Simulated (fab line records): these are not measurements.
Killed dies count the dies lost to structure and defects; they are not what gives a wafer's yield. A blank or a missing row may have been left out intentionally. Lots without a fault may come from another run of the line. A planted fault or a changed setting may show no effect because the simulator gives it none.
fab line records | flow berkeley_cmos170
record: lots: 5 | wafers: 23
route steps=331 shown M2@272 M3@319
start_h: start of the lot's first displayed wafer, in hours after the record's first day | wait_h: hours elapsed since this lot's preceding step | " the same as in the row above | L1.1+2: a row that stands for several wafers | - value missing, or start not given | * or withheld: withheld | < > ~ a bound
route shown NAME@n: NAME is a module with steps in the file, n the number in the route of the first one | usual: average and standard deviation across the fault-free wafers | same: alike in all rows | chamber/n: place in a boat | sites: the reading at each site | _std_site: standard deviation across them | _edge_site: outer sites' mean less inner sites' | radius_mm: how far each site lies from the wafer's centre | mask NAME#n: copy n | behind: the tool/chamber that last shaped the wafer | hold: what put the lot on hold/how long, in hours/how the hold closed | device: transistor that didn't switch, given as n, p or np | end of line: at the end of the route, the tests of the same wafers | a step without rows: its recipe alone | killed: dies lost to structure and defects at the first sort, not the wafer's yield | map: a wafer's dies, marking killed ones x, the rest . and places with no die _
set.NAME: the setting as run; set.NAME@STEP: as run at that earlier step | model.NAME: the simulator's own value behind a step, which no gauge read
lots with deliberately changed settings; one table per step, one row per wafer
== steps ==
step: UCB170_M2_SPUTTER_01
recipe: material: Al | target_thk_nm: 900 | time_s: 120 | power_w: 6000 | chamber_pressure_pa: 0.5
lot.wafer | tool           | chamber | start_h | wait_h | set.time_s | model.Al_of_M2_SPUTTER_01.thk_nm
L078.1    | pvd_sputter-01 | -       | 219.39  | 0.0    | 127.9      | 955.7
L078.3    | "              | -       | "       | "      | 120        | 895.8
L078.4    | "              | -       | "       | "      | 120        | 898.3
L078.5    | "              | -       | "       | "      | 127.9      | 958.5
L078.6    | "              | -       | "       | "      | 120        | 899.4
L082.2    | pvd_sputter-04 | -       | 221.01  | 0.0    | 120        | 903.7
L082.3    | "              | -       | "       | "      | 120        | 892.4
L082.6    | "              | -       | "       | "      | 120        | 899.2
L081.2    | pvd_sputter-03 | -       | 221.02  | 0.0    | 120        | 905
L081.3    | "              | -       | "       | "      | 120        | 899.1
L081.4    | "              | -       | "       | "      | 120        | 895.4
L081.5    | "              | -       | "       | "      | 120        | 906
L081.6    | "              | -       | "       | "      | 120        | 892.1
L080.1    | pvd_sputter-01 | -       | 225.42  | 0.0    | 120        | 900.1
L080.2    | "              | -       | "       | "      | 120        | 898.1
L080.3    | "              | -       | "       | "      | 120        | 913.1
L080.4    | "              | -       | "       | "      | 120        | 907.8
L080.6    | "              | -       | "       | "      | 120        | 897.4
L083.1    | pvd_sputter-03 | -       | 225.68  | 0.0    | 132.4      | 990.9
L083.2    | "              | -       | "       | "      | 132.4      | 997.3
L083.4    | "              | -       | "       | "      | 132.4      | 1002
L083.5    | "              | -       | "       | "      | 120        | 912.5
L083.6    | "              | -       | "       | "      | 120        | 909.9
step: UCB170_M2_RS_MEAS_02
recipe: thk_meas_gauge: four-point-probe | reads: Al_of_M2_SPUTTER_01
usual: M2_AL_RS: 0.03216/0.00024
lot.wafer | tool          | chamber | start_h | wait_h | set.time_s@M2_SPUTTER_01 | M2_AL_RS[ohm/sq]
L078.1    | film_metro-04 | -       | 219.47  | 0.0    | 127.9                    | 0.03026
L078.3    | "             | -       | "       | "      | 120                      | 0.03238
L078.4    | "             | -       | "       | "      | 120                      | 0.03226
L078.5    | "             | -       | "       | "      | 127.9                    | 0.03017
L078.6    | "             | -       | "       | "      | 120                      | 0.03217
L082.2    | film_metro-03 | -       | 221.12  | 0.1    | 120                      | 0.03204
L082.3    | "             | -       | "       | "      | 120                      | 0.03248
L082.6    | "             | -       | "       | "      | 120                      | 0.03221
L081.2    | film_metro-04 | -       | 221.13  | 0.1    | 120                      | 0.03199
L081.3    | "             | -       | "       | "      | 120                      | 0.03221
L081.4    | "             | -       | "       | "      | 120                      | 0.03234
L081.5    | "             | -       | "       | "      | 120                      | 0.032
L081.6    | "             | -       | "       | "      | 120                      | 0.03245
L080.1    | film_metro-02 | -       | 225.50  | 0.0    | 120                      | 0.0322
L080.2    | "             | -       | "       | "      | 120                      | 0.03235
L080.3    | "             | -       | "       | "      | 120                      | 0.03169
L080.4    | "             | -       | "       | "      | 120                      | 0.03193
L080.6    | "             | -       | "       | "      | 120                      | 0.03236
L083.1    | film_metro-02 | -       | 225.76  | 0.0    | 132.4                    | 0.02926
L083.2    | "             | -       | "       | "      | 132.4                    | 0.029
L083.4    | "             | -       | "       | "      | 132.4                    | 0.02885
L083.5    | "             | -       | "       | "      | 120                      | 0.03175
L083.6    | "             | -       | "       | "      | 120                      | 0.03188
step: UCB170_M2_THK_MEAS_03
recipe: thk_meas_gauge: xrf | reads: Al_of_M2_SPUTTER_01
usual: M2_AL_THK: 912/8.1
lot.wafer | tool          | chamber | start_h | wait_h | set.time_s@M2_SPUTTER_01 | M2_AL_THK[nm]
L078.1    | film_metro-04 | -       | 219.59  | 0.1    | 127.9                    | 964
L078.3    | "             | -       | "       | "      | 120                      | 907
L078.4    | "             | -       | "       | "      | 120                      | 903
L078.5    | "             | -       | "       | "      | 127.9                    | 975
L078.6    | "             | -       | "       | "      | 120                      | 904
L082.2    | film_metro-03 | -       | 221.23  | 0.1    | 120                      | 919
L082.3    | "             | -       | "       | "      | 120                      | 908
L082.6    | "             | -       | "       | "      | 120                      | 916
L081.2    | film_metro-04 | -       | 221.24  | 0.1    | 120                      | 917
L081.3    | "             | -       | "       | "      | 120                      | 907
L081.4    | "             | -       | "       | "      | 120                      | 909
L081.5    | "             | -       | "       | "      | 120                      | 913
L081.6    | "             | -       | "       | "      | 120                      | 898
L080.1    | film_metro-02 | -       | 225.62  | 0.1    | 120                      | 918
L080.2    | "             | -       | "       | "      | 120                      | 913
L080.3    | "             | -       | "       | "      | 120                      | 927
L080.4    | "             | -       | "       | "      | 120                      | 924
L080.6    | "             | -       | "       | "      | 120                      | 912
L083.1    | film_metro-02 | -       | 225.88  | 0.1    | 132.4                    | 1002
L083.2    | "             | -       | "       | "      | 132.4                    | 1010
L083.4    | "             | -       | "       | "      | 132.4                    | 1021
L083.5    | "             | -       | "       | "      | 120                      | 924
L083.6    | "             | -       | "       | "      | 120                      | 923
step: UCB170_M3_COAT_10
recipe: resist: KrF | spin_rpm: 1500 | resist_thk_nm: 900
lot.wafer | tool           | chamber | start_h | wait_h | set.spin_rpm | model.KrF_of_M3_COAT_10.thk_nm
L078.1    | litho_track-02 | 0       | -       | -      | 1408         | 927.9
L078.3    | "              | 0       | "       | "      | 1408         | 927.7
L078.4    | "              | 0       | "       | "      | 1408         | 925.6
L078.5    | "              | 0       | "       | "      | 1500         | 897.3
L078.6    | "              | 0       | "       | "      | 1500         | 897.9
L082.2    | litho_track-04 | 0       | -       | -      | 1500         | 896.5
L082.3    | "              | 0       | "       | "      | 1500         | 896.7
L082.6    | "              | 0       | "       | "      | 1500         | 898.1
L081.2    | litho_track-04 | 0       | -       | -      | 1423         | 923
L081.3    | "              | 0       | "       | "      | 1500         | 897.9
L081.4    | "              | 0       | "       | "      | 1500         | 900.1
L081.5    | "              | 0       | "       | "      | 1423         | 921.5
L081.6    | "              | 0       | "       | "      | 1423         | 923.4
L080.1    | litho_track-01 | 0       | -       | -      | 1500         | 895.2
L080.2    | "              | 0       | "       | "      | 1500         | 898.9
L080.3    | "              | 0       | "       | "      | 1500         | 899.2
L080.4    | "              | 0       | "       | "      | 1500         | 896.9
L080.6    | "              | 0       | "       | "      | 1500         | 898.3
L083.1    | litho_track-04 | 0       | -       | -      | 1418         | 926.7
L083.2    | "              | 0       | "       | "      | 1500         | 898.3
L083.4    | "              | 0       | "       | "      | 1418         | 923.3
L083.5    | "              | 0       | "       | "      | 1500         | 898.6
L083.6    | "              | 0       | "       | "      | 1500         | 899.7
step: UCB170_M3_EXPOSE_12
recipe: mask_id: METAL3 | target_cd_nm: 700 | na: 0.5 | sigma_outer: 0.6 | source_shape: conventional | dose_mj: 26
lot.wafer      | tool           | chamber | start_h | wait_h | mask     | set.dose_mj
L078.1+4+5     | krf_scanner-01 | 0       | 227.29  | -      | METAL3#0 | 27.09
L078.3+6       | "              | 0       | "       | "      | METAL3#0 | 26
L082.2+3+6     | krf_scanner-02 | 0       | 228.95  | -      | METAL3#0 | 26
L081.2+3+4+5+6 | krf_scanner-01 | 0       | 229.67  | -      | METAL3#0 | 26
L080.1+2+3+4+6 | krf_scanner-01 | 0       | 233.94  | -      | METAL3#0 | 26
L083.1+2       | krf_scanner-02 | 0       | 234.63  | -      | METAL3#0 | 26
L083.4+5+6     | "              | 0       | "       | "      | METAL3#0 | 24.2
step: UCB170_M3_DEVELOP_14
recipe: developer: TMAH | develop_time_s: 45 | resist: KrF | dev_temp_c: 21
lot.wafer | tool           | chamber | start_h | wait_h | set.develop_time_s | set.spin_rpm@M3_COAT_10 | model.KrF_of_M3_COAT_10.thk_nm
L078.1    | litho_track-02 | 0       | -       | -      | 45                 | 1408                    | 913.7
L078.3    | "              | 0       | "       | "      | 45                 | 1408                    | 913.5
L078.4    | "              | 0       | "       | "      | 45                 | 1408                    | 911.4
L078.5    | "              | 0       | "       | "      | 45                 | 1500                    | 883.1
L078.6    | "              | 0       | "       | "      | 45                 | 1500                    | 883.7
L082.2    | litho_track-01 | 0       | -       | -      | 45                 | 1500                    | 882.3
L082.3    | "              | 0       | "       | "      | 45                 | 1500                    | 882.5
L082.6    | "              | 0       | "       | "      | 45                 | 1500                    | 883.9
L081.2    | litho_track-04 | 0       | -       | -      | 45                 | 1423                    | 908.8
L081.3    | "              | 0       | "       | "      | 47                 | 1500                    | 883.6
L081.4    | "              | 0       | "       | "      | 45                 | 1500                    | 885.9
L081.5    | "              | 0       | "       | "      | 47                 | 1423                    | 907.2
L081.6    | "              | 0       | "       | "      | 47                 | 1423                    | 909.1
L080.1    | litho_track-01 | 0       | -       | -      | 45                 | 1500                    | 881
L080.2    | "              | 0       | "       | "      | 45                 | 1500                    | 884.7
L080.3    | "              | 0       | "       | "      | 45                 | 1500                    | 885
L080.4    | "              | 0       | "       | "      | 45                 | 1500                    | 882.7
L080.6    | "              | 0       | "       | "      | 45                 | 1500                    | 884.1
L083.1    | litho_track-01 | 0       | -       | -      | 45                 | 1418                    | 912.5
L083.2    | "              | 0       | "       | "      | 45                 | 1500                    | 884.1
L083.4    | "              | 0       | "       | "      | 38.91              | 1418                    | 909.4
L083.5    | "              | 0       | "       | "      | 38.91              | 1500                    | 884.7
L083.6    | "              | 0       | "       | "      | 45                 | 1500                    | 885.5
step: UCB170_M3_CD_MEAS_15
recipe: target_cd_nm: 700
usual: cd_nm: 700.1/1.4
lot.wafer | tool      | chamber | start_h | wait_h | set.dose_mj@M3_EXPOSE_12 | cd_nm
L078.1    | cd_sem-01 | -       | 228.15  | -      | 27.09                    | 692.1
L078.3    | "         | -       | "       | "      | 26                       | 700.3
L078.4    | "         | -       | "       | "      | 27.09                    | 691.0
L078.5    | "         | -       | "       | "      | 27.09                    | 690.5
L078.6    | "         | -       | "       | "      | 26                       | 697.6
L082.2    | cd_sem-02 | -       | 229.70  | -      | 26                       | 701.0
L082.3    | "         | -       | "       | "      | 26                       | 700.8
L082.6    | "         | -       | "       | "      | 26                       | 701.7
L081.2    | cd_sem-01 | -       | 230.41  | -      | 26                       | 700.4
L081.3    | "         | -       | "       | "      | 26                       | 698.7
L081.4    | "         | -       | "       | "      | 26                       | 699.8
L081.5    | "         | -       | "       | "      | 26                       | 702.4
L081.6    | "         | -       | "       | "      | 26                       | 701.5
L080.1    | cd_sem-02 | -       | 234.79  | -      | 26                       | 702.2
L080.2    | "         | -       | "       | "      | 26                       | 700.0
L080.3    | "         | -       | "       | "      | 26                       | 701.9
L080.4    | "         | -       | "       | "      | 26                       | 700.7
L080.6    | "         | -       | "       | "      | 26                       | 700.5
L083.1    | cd_sem-01 | -       | 235.02  | -      | 26                       | 702.4
L083.2    | "         | -       | "       | "      | 26                       | 699.5
L083.4    | "         | -       | "       | "      | 24.2                     | 715.7
L083.5    | "         | -       | "       | "      | 24.2                     | 714.3
L083.6    | "         | -       | "       | "      | 24.2                     | 713.1
step: UCB170_M3_ETCH_17
recipe: chemistry: N2/H2 | target_depth_a: withheld | overetch_a: withheld | target: BARC | time_s: withheld | source_w: 500 | bias_w: 101.2 | pressure_mtorr: 30 | n2_flow_sccm: 100 | h2_flow_sccm: 200
lot.wafer | tool        | chamber | start_h | wait_h | set.dose_mj@M3_EXPOSE_12 | model.M3.cd_nm
L078.1    | rie_diel-04 | 1       | 228.30  | 0.0    | 27.09                    | 692.9
L078.3    | "           | 3       | "       | "      | 26                       | 700
L078.4    | "           | 2       | "       | "      | 27.09                    | 690.8
L078.5    | "           | 0       | "       | "      | 27.09                    | 691.5
L078.6    | "           | 1       | "       | "      | 26                       | 698.6
L082.2    | rie_diel-03 | 1       | 229.83  | 0.0    | 26                       | 701
L082.3    | "           | 0       | "       | "      | 26                       | 700.9
L082.6    | "           | 0       | "       | "      | 26                       | 701.7
L081.2    | rie_diel-01 | 3       | 230.54  | 0.0    | 26                       | 701.5
L081.3    | "           | 0       | "       | "      | 26                       | 698.6
L081.4    | "           | 1       | "       | "      | 26                       | 700
L081.5    | "           | 2       | "       | "      | 26                       | 701.6
L081.6    | "           | 3       | "       | "      | 26                       | 702
L080.1    | rie_diel-04 | 1       | 234.95  | 0.0    | 26                       | 702.5
L080.2    | "           | 0       | "       | "      | 26                       | 700.1
L080.3    | "           | 2       | "       | "      | 26                       | 701.1
L080.4    | "           | 3       | "       | "      | 26                       | 700.5
L080.6    | "           | 0       | "       | "      | 26                       | 700.7
L083.1    | rie_diel-03 | 3       | 235.18  | 0.0    | 26                       | 701.5
L083.2    | "           | 1       | "       | "      | 26                       | 698.8
L083.4    | "           | 0       | "       | "      | 24.2                     | 714.8
L083.5    | "           | 2       | "       | "      | 24.2                     | 713.4
L083.6    | "           | 1       | "       | "      | 24.2                     | 713.1
step: UCB170_M3_METAL_ETCH_18
recipe: chemistry: Cl2/BCl3 | target: Al | stop_on: SiO2 | pressure_mtorr: 12 | target_depth_a: 11700 | over_etch_frac: 0.3 | time_s: 195 | icp_w: 600 | bias_w: 120 | Cl2_flow_sccm: 90 | bcl3_flow_sccm: 45
usual: oes_product_au: 0.868/0.01
lot.wafer | tool         | chamber | start_h | wait_h | set.over_etch_frac | oes_product_au
L078.1    | rie_metal-04 | 1       | 228.34  | -      | 0.3                | 0.862
L078.3    | "            | 1       | "       | "      | 0.3                | 0.866
L078.4    | "            | 0       | "       | "      | 0.3                | 0.877
L078.5    | "            | 1       | "       | "      | 0.3                | 0.868
L078.6    | "            | 0       | "       | "      | 0.3                | 0.873
L082.2    | rie_metal-01 | 0       | 229.88  | -      | 0.3                | 0.864
L082.3    | "            | 0       | "       | "      | 0.3                | 0.860
L082.6    | "            | 1       | "       | "      | 0.3                | 0.865
L081.2    | rie_metal-02 | 1       | 230.59  | -      | 0.2296             | 0.893
L081.3    | "            | 0       | "       | "      | 0.2296             | 0.905
L081.4    | "            | 1       | "       | "      | 0.3                | 0.870
L081.5    | "            | 1       | "       | "      | 0.3                | 0.864
L081.6    | "            | 0       | "       | "      | 0.2296             | 0.906
L080.1    | rie_metal-01 | 0       | 234.99  | -      | 0.3                | 0.853
L080.2    | "            | 1       | "       | "      | 0.3                | 0.859
L080.3    | "            | 1       | "       | "      | 0.3                | 0.862
L080.4    | "            | 0       | "       | "      | 0.3                | 0.852
L080.6    | "            | 0       | "       | "      | 0.3                | 0.844
L083.1    | rie_metal-04 | 0       | 235.22  | -      | 0.2269             | 0.902
L083.2    | "            | 1       | "       | "      | 0.3                | 0.869
L083.4    | "            | 1       | "       | "      | 0.3                | 0.878
L083.5    | "            | 1       | "       | "      | 0.3                | 0.868
L083.6    | "            | 0       | "       | "      | 0.2269             | 0.918
== key ==
split: step: UCB170_M2_SPUTTER_01 | setting: time_s | stated: 120 | by: wafer
response: step: UCB170_M2_SPUTTER_01 | reading: model.Al_of_M2_SPUTTER_01.thk_nm | change: +8.48 | per: 1% | r: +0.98
response: step: UCB170_M2_RS_MEAS_02 | reading: M2_AL_RS | change: -0.000282 | per: 1% | r: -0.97
response: step: UCB170_M2_THK_MEAS_03 | reading: M2_AL_THK | change: +8.85 | per: 1% | r: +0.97
split: step: UCB170_M3_COAT_10 | setting: spin_rpm | stated: 1500 | by: wafer
response: step: UCB170_M3_COAT_10 | reading: model.KrF_of_M3_COAT_10.thk_nm | change: -4.74 | per: 1% | r: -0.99
response: step: UCB170_M3_DEVELOP_14 | reading: model.KrF_of_M3_COAT_10.thk_nm | change: -4.75 | per: 1% | r: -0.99
split: step: UCB170_M3_EXPOSE_12 | setting: dose_mj | stated: 26 | by: wafer
response: step: UCB170_M3_CD_MEAS_15 | reading: cd_nm | change: -1.91 | per: 1% | r: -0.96
response: step: UCB170_M3_ETCH_17 | reading: model.M3.cd_nm | change: -1.92 | per: 1% | r: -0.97
split: step: UCB170_M3_DEVELOP_14 | setting: develop_time_s | stated: 45 | by: wafer
response none clear
split: step: UCB170_M3_METAL_ETCH_18 | setting: over_etch_frac | stated: 0.3 | by: wafer
response: step: UCB170_M3_METAL_ETCH_18 | reading: oes_product_au | change: -0.00152 | per: 1% | r: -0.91
